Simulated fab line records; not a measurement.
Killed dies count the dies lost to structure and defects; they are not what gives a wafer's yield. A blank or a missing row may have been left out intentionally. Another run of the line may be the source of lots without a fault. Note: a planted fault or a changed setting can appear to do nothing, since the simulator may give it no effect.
One fault through the eyes of 2 desks :: flow rit_cmos :: what lay behind the numbers comes last; until then each desk has only its own

AT THE TOOL OWNER'S DESK: litho_track-02
The tool's own readings at RIT_ACTIVE_COAT_06 (resist thk 1000 nm): means of the sampled wafers that have a number, for each lot that ran on this tool. Marked OUT: a lot whose mean sits more than 4 standard deviations from the usual mean, which makes it out of limits; the brackets give that distance.
Columns: A = dispense_pressure_kPa at RIT_ACTIVE_COAT_06, usual 51 kPa; B = spin_speed_rpm at RIT_ACTIVE_COAT_06, usual 3250.6 rpm
lot: L866
first seen here: day 1 14:28
A: 49
B: 3252.2

lot: L871
first seen here: day 2 14:44
A: 49
B: 3250.1

lot: L875
first seen here: day 3 10:46
A: 49
B: 3250.2

lot: L877
first seen here: day 3 20:46
A: 49
B: 3248.4

lot: L878
first seen here: day 4 02:16
A: 49
B: 3252.8

lot: L886
first seen here: day 5 19:34
A: 49
B: 2854.8 (-99 or more) OUT

lot: L889
first seen here: day 6 09:56
A: 49
B: 2856.5 (-99 or more) OUT
Finding of this desk: L886, L889 out of limits; the first was L886 at day 5 19:34, on spin_speed_rpm at RIT_ACTIVE_COAT_06. L866, L871, L875, L877, L878 stayed within limits.

THE METROLOGY DESK
What the gauges read for every lot (on any tool): the sampled wafers with a number, averaged. Marked OUT: a lot whose mean sits more than 4 standard deviations from the usual mean, which makes it out of limits; the brackets give that distance.
Columns: A = cd_nm at RIT_ACTIVE_CD_MEAS_11, usual 1400.1 nm
lot: L866
first seen here: day 1 15:10
A: 1398.3

lot: L868
first seen here: day 2 01:19
A: 1401.9

lot: L870
first seen here: day 2 10:34
A: 1400.7

lot: L871
first seen here: day 2 15:34
A: 1400.0

lot: L872
first seen here: day 2 22:04
A: 1398.0

lot: L873
first seen here: day 3 01:46
A: 1402.0

lot: L875
first seen here: day 3 11:35
A: 1401.5

lot: L877
first seen here: day 3 21:35
A: 1401.7

lot: L878
first seen here: day 4 02:58
A: 1399.5

lot: L879
first seen here: day 4 07:58
A: 1400.0

lot: L880
first seen here: day 4 12:34
A: 1400.3

lot: L886
first seen here: day 5 20:15
A: 1407.6 (+4.4) OUT

lot: L888
first seen here: day 6 05:21
A: 1398.4

lot: L889
first seen here: day 6 10:47
A: 1407.0 (+4.0) OUT
Finding of this desk: L886, L889 out of limits; the first was L886 at day 5 20:15, on cd_nm at RIT_ACTIVE_CD_MEAS_11. L866, L868, L870, L871, L872, L873, L875, L877, L878, L879, L880, L888 stayed within limits.

BROUGHT TOGETHER
An alarm could have come from the tool owner's desk at day 5 19:34, on L886, L889.
Metrology desk: alarm possible at day 5 20:15 on L886, L889.
RIT_ACTIVE_COAT_06 was run on litho_track-02 by each of the lots named.

WHAT HAD BEEN PUT IN BY THE SIMULATOR
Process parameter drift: litho_track-02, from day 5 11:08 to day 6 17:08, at RIT_ACTIVE_COAT_06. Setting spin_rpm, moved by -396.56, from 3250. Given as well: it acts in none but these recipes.
Struck lots among those shown: L886, L889.
Counting hours from when the fault started, the first reading out of limits came at 8 for the tool owner's desk and at 9 for the metrology desk.
